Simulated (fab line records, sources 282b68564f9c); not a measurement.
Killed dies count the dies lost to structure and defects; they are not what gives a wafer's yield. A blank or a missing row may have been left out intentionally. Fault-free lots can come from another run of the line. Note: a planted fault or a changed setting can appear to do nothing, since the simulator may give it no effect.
The tool behind it: which one? / flow rit cmos / 42 wafers from 14 lots sampled at 4 of the route's 202 steps

== WHAT THE GAUGES READ, wafer by wafer ==
RIT_ACTIVE_BOW_MEAS_00.
lot=L557; measured=day 1 10:01; on=film metro-04; INCOMING_BOW (um)=-12 8 -6
lot=L558; measured=day 1 15:00; on=film metro-04; INCOMING_BOW (um)=0 2 1
lot=L559; measured=day 1 20:00; on=film metro-02; INCOMING_BOW (um)=-6 -7 6
lot=L560; measured=day 2 01:00; on=film metro-02; INCOMING_BOW (um)=0 -3 0
lot=L567; measured=day 3 12:00; on=film metro-03; INCOMING_BOW (um)=7 -6 8
lot=L568; measured=day 3 17:00; on=film metro-02; INCOMING_BOW (um)=2 7 -11
lot=L570; measured=day 4 03:04; on=film metro-04; INCOMING_BOW (um)=10 -8 0
lot=L571; measured=day 4 08:00; on=film metro-04; INCOMING_BOW (um)=-2 6 -1
lot=L572; measured=day 4 13:01; on=film metro-02; INCOMING_BOW (um)=7 4 7
lot=L574; measured=day 4 23:00; on=film metro-04; INCOMING_BOW (um)=-17 6 7
lot=L577; measured=day 5 14:04; on=film metro-03; INCOMING_BOW (um)=3 4 4
lot=L578; measured=day 5 19:00; on=film metro-03; INCOMING_BOW (um)=1 6 -4
lot=L579; measured=day 6 00:01; on=film metro-04; INCOMING_BOW (um)=5 0 8
lot=L580; measured=day 6 05:00; on=film metro-03; INCOMING_BOW (um)=-9 -4 -6

RIT_GATE_CD_MEAS_16 targets a cd of 150 nm.
lot=L557; measured=day 2 13:50; on=cd sem-02; cd nm (nm)=148.8 149.5 148.6
lot=L558; measured=day 2 17:22; on=cd sem-02; cd nm (nm)=153.4 152.6 153.1
lot=L559; measured=day 3 00:13; on=cd sem-02; cd nm (nm)=145.6 146.2 147.1
lot=L560; measured=day 3 03:40; on=cd sem-02; cd nm (nm)=149.3 150.7 151.1
lot=L567; measured=day 4 15:53; on=cd sem-01; cd nm (nm)=136.3 135.7 137.9
lot=L568; measured=day 4 19:38; on=cd sem-01; cd nm (nm)=140.2 141.8 138.9
lot=L570; measured=day 5 07:35; on=cd sem-01; cd nm (nm)=148.5 149.3 148.0
lot=L571; measured=day 5 16:50; on=cd sem-02; cd nm (nm)=149.9 150.9 150.1
lot=L572; measured=day 5 20:17; on=cd sem-01; cd nm (nm)=152.7 154.2 154.4
lot=L574; measured=day 6 02:13; on=cd sem-02; cd nm (nm)=154.4 155.9 154.3
lot=L577; measured=day 6 16:41; on=cd sem-02; cd nm (nm)=150.0 149.1 148.7
lot=L578; measured=day 6 22:13; on=cd sem-02; cd nm (nm)=155.6 153.0 153.8
lot=L579; measured=day 7 02:50; on=cd sem-01; cd nm (nm)=147.3 148.8 148.0
lot=L580; measured=day 7 07:04; on=cd sem-02; cd nm (nm)=151.3 150.0 150.6

RIT_PLDD_OVL_MEAS_06.
lot=L557; measured=day 2 19:55; on=overlay-02; PLDD_OVL (nm)=2.9 3.5 2.1
lot=L558; measured=day 3 00:52; on=overlay-01; PLDD_OVL (nm)=0.1 0.6 -0.7
lot=L559; measured=day 3 06:19; on=overlay-02; PLDD_OVL (nm)=2.1 1.2 2.8
lot=L560; measured=day 3 09:56; on=overlay-02; PLDD_OVL (nm)=1.2 0.2 0.3
lot=L567; measured=day 4 22:14; on=overlay-01; PLDD_OVL (nm)=-1.5 0.2 -1.5
lot=L568; measured=day 5 02:53; on=overlay-01; PLDD_OVL (nm)=0.0 -0.8 -0.3
lot=L570; measured=day 5 13:53; on=overlay-02; PLDD_OVL (nm)=-1.4 -1.0 -0.1
lot=L571; measured=day 5 23:50; on=overlay-02; PLDD_OVL (nm)=0.2 1.4 0.0
lot=L572; measured=day 6 02:19; on=overlay-02; PLDD_OVL (nm)=1.4 0.6 0.5
lot=L574; measured=day 6 09:58; on=overlay-01; PLDD_OVL (nm)=-2.2 -0.9 -1.8
lot=L577; measured=day 6 23:06; on=overlay-02; PLDD_OVL (nm)=0.0 0.1 0.7
lot=L578; measured=day 7 04:30; on=overlay-01; PLDD_OVL (nm)=-1.4 -0.9 0.2
lot=L579; measured=day 7 08:52; on=overlay-02; PLDD_OVL (nm)=-1.3 -0.7 0.3
lot=L580; measured=day 7 14:26; on=overlay-02; PLDD_OVL (nm)=1.5 1.0 0.1

== EACH LOT AND THE TOOL THAT RAN IT (in order: tool; ch and the chambers of the sampled wafers; start) ==
lot=L557; RIT_GATE_DEVELOP_15=litho track-04 ch 0, day 2 13:00
lot=L558; RIT_GATE_DEVELOP_15=litho track-01 ch 0, day 2 17:00
lot=L559; RIT_GATE_DEVELOP_15=litho track-01 ch 0, day 3 00:00
lot=L560; RIT_GATE_DEVELOP_15=litho track-01 ch 0, day 3 03:00
lot=L567; RIT_GATE_DEVELOP_15=litho track-04 ch 0, day 4 15:00
lot=L568; RIT_GATE_DEVELOP_15=litho track-04 ch 0, day 4 19:00
lot=L570; RIT_GATE_DEVELOP_15=litho track-03 ch 0, day 5 07:00
lot=L571; RIT_GATE_DEVELOP_15=litho track-01 ch 0, day 5 16:00
lot=L572; RIT_GATE_DEVELOP_15=litho track-01 ch 0, day 5 20:00
lot=L574; RIT_GATE_DEVELOP_15=litho track-01 ch 0, day 6 02:00
lot=L577; RIT_GATE_DEVELOP_15=litho track-03 ch 0, day 6 16:00
lot=L578; RIT_GATE_DEVELOP_15=litho track-01 ch 0, day 6 22:00
lot=L579; RIT_GATE_DEVELOP_15=litho track-01 ch 0, day 7 02:00
lot=L580; RIT_GATE_DEVELOP_15=litho track-03 ch 0, day 7 06:00
- RIT_GATE_DEVELOP_15: develop time 50 s.

== AS READ BY THE TOOLS THEMSELVES (means over the sampled wafers that have a number; for cases with no such wafer, the mark the record gives instead) ==
The record holds no such reading with a usual standard deviation.

== THE ANSWER, worked out from the rows above alone ==
Rule: the lots themselves supply what counts as usual. The widest of any qualifying gaps counts: lots, ordered by their means at a reading, are off when they make up no more than a third of the lots, leave a main group of 4 or more, and stand apart from it by 3 or more times the standard deviation of that group's means. If all means in a main group match to the digits the tables above print for the reading, that group is not used. A lot without any number at a reading at which 4 lots or more have one is off too. Any other lot the step has rows for is counted as sound. After the gauges, taken in route order, come the tools' own readings; for these a lot's mean is taken, as printed above. At the first step where some lot is off, the reading lying furthest off is the one used; lots without a number count as furthest.
Nothing can be told from this: no lot is off at any reading shown.

== WHAT THE SIMULATOR PUT IN ==
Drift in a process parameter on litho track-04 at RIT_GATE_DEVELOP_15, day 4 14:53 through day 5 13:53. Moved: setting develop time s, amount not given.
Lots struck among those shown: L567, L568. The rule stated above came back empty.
